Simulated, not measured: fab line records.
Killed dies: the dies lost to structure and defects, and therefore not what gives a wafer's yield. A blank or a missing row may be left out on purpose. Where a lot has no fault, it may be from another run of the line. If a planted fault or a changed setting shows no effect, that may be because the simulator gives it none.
One fault through the eyes of 2 desks + flow berkeley-cmos170 + only its own numbers are on each desk; what lay behind them is given at the end

## THE TOOL OWNER'S DESK: implanter-02
UCB170_PVT_IMPLANT_07, tool's own readings: per-lot mean of the sampled wafers with a number, covering each lot this tool ran. If a lot's mean is further than 4 standard deviations from the usual mean, the lot is out of limits and carries the mark OUT (the distance appears in the brackets).
Columns: A = beam-energy-keV at UCB170_PVT_IMPLANT_07, usual 30.000; B = faraday-current-uA at UCB170_PVT_IMPLANT_07, usual 6.34
| lot  | first seen here | A                        | B    |
|------|-----------------|--------------------------|------|
| L596 | day 6 21:56     | 29.990                   | 6.26 |
| L599 | day 7 05:10     | 30.009                   | 6.24 |
| L608 | day 9 04:15     | 30.014                   | 6.31 |
| L606 | day 9 04:50     | 30.003                   | 6.36 |
| L610 | day 9 18:36     | 30.009                   | 6.18 |
| L615 | day 10 12:05    | 27.931 (-99 or more) OUT | 6.38 |
| L617 | day 11 07:23    | 27.917 (-99 or more) OUT | 6.34 |
This desk finds L615, L617 out of limits, L615 being first, at day 10 12:05 (beam-energy-keV at UCB170_PVT_IMPLANT_07). L596, L599, L608, L606, L610 stayed within limits.

## THE METROLOGY DESK
What the gauges read for every lot (on any tool): the sampled wafers with a number, averaged. If a lot's mean is further than 4 standard deviations from the usual mean, the lot is out of limits and carries the mark OUT (the distance appears in the brackets).
Columns: A = PVT_TW at UCB170_PVT_TW_MEAS_09, usual 506
| lot  | first seen here | A   |
|------|-----------------|-----|
| L597 | day 6 21:49     | 502 |
| L598 | day 6 22:06     | 508 |
| L596 | day 6 22:11     | 505 |
| L600 | day 7 05:12     | 499 |
| L599 | day 7 05:25     | 498 |
| L602 | day 7 13:35     | 508 |
| L605 | day 8 07:20     | 507 |
| L603 | day 8 07:35     | 505 |
| L609 | day 9 04:23     | 509 |
| L608 | day 9 04:29     | 505 |
| L606 | day 9 05:04     | 505 |
| L610 | day 9 18:50     | 506 |
| L615 | day 10 12:19    | 495 |
| L617 | day 11 07:37    | 495 |
This desk's verdict: no lot among the 14 shows anything out of limits.

## TAKEN TOGETHER
At day 10 12:05, on L615, L617, the tool owner's desk was in a position to raise an alarm.
At the metrology desk, nothing out of limits was observed.
The metrology desk has L615, L617 on record, within its limits.
The lots listed all ran UCB170_PVT_IMPLANT_07 on implanter-02.

## WHAT HAD BEEN PUT IN BY THE SIMULATOR
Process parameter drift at UCB170_PVT_IMPLANT_07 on implanter-02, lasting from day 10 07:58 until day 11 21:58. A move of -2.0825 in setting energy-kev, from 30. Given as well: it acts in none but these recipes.
Shown lots that were struck: L615, L617.
Hours from the fault's start to each desk's first reading out of limits: the tool owner's desk, 4.
